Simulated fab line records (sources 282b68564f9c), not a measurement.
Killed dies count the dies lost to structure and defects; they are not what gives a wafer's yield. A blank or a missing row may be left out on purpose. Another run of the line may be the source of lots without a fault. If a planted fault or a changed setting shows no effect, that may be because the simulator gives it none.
One fault through the eyes of 2 desks | flow rit cmos | numbers are kept per desk, each desk with only its own; the story behind them comes last

== THE METROLOGY DESK ==
What the gauges read, lot by lot, whatever tool the lot ran on: means of the sampled wafers that have a number. If a lot's mean is further than 4 standard deviations from the usual mean, the lot is out of limits and carries the mark OUT (the distance appears in the brackets).
Columns: A = FOX2_OXIDE_THK at RIT_FOX2_THK_MEAS_01, usual 348 nm
lot  | first seen here | A
L347 | day 1 20:34     | 348
L348 | day 2 01:04     | 355
L349 | day 2 04:56     | 355
L350 | day 2 09:22     | 337
L351 | day 2 17:16     | 346
L352 | day 3 01:39     | 348
L353 | day 3 08:24     | 351
L354 | day 3 14:46     | 349
L357 | day 3 21:54     | 339
L359 | day 4 09:49     | 350
L365 | day 5 13:44     | 333
L368 | day 6 05:18     | 355
L369 | day 6 09:32     | 351
This desk's finding: nothing out of limits on any of the 13 lots.

== TOOL OWNER'S DESK, wet bench-03 ==
The tool's own readings at RIT_GATE_CLEAN_04 (cleans in dHF, time 60 s): means of the sampled wafers that have a number, for each lot that ran on this tool. If a lot's mean is further than 4 standard deviations from the usual mean, the lot is out of limits and carries the mark OUT (the distance appears in the brackets).
Columns: A = run length s at RIT_GATE_CLEAN_04, usual 87 s
lot  | first seen here | A
L347 | day 2 10:01     | 85
L351 | day 3 12:15     | 85
L353 | day 3 23:55     | 92
L354 | day 4 04:10     | 85
L357 | day 4 11:09     | 206 (+38) OUT
This desk's finding: out of limits on L357; first on L357, day 4 11:09 (run length s at RIT_GATE_CLEAN_04). Within limits: L347, L351, L353, L354.

== ALL TOGETHER ==
An alarm could have come from the tool owner's desk at day 4 11:09, on L357.
Nothing out of limits was seen by the metrology desk.
The metrology desk holds a record of L357, inside its limits.
The lots listed all ran RIT_GATE_CLEAN_04 on wet bench-03.

== WHAT THE SIMULATOR HAD INSERTED ==
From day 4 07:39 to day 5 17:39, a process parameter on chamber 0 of wet bench-03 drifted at RIT_GATE_CLEAN_04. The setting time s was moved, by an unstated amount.
Struck lots among those shown: L357.
Delay in hours, fault start to first out-of-limits reading, by desk: the tool owner's desk at 4.
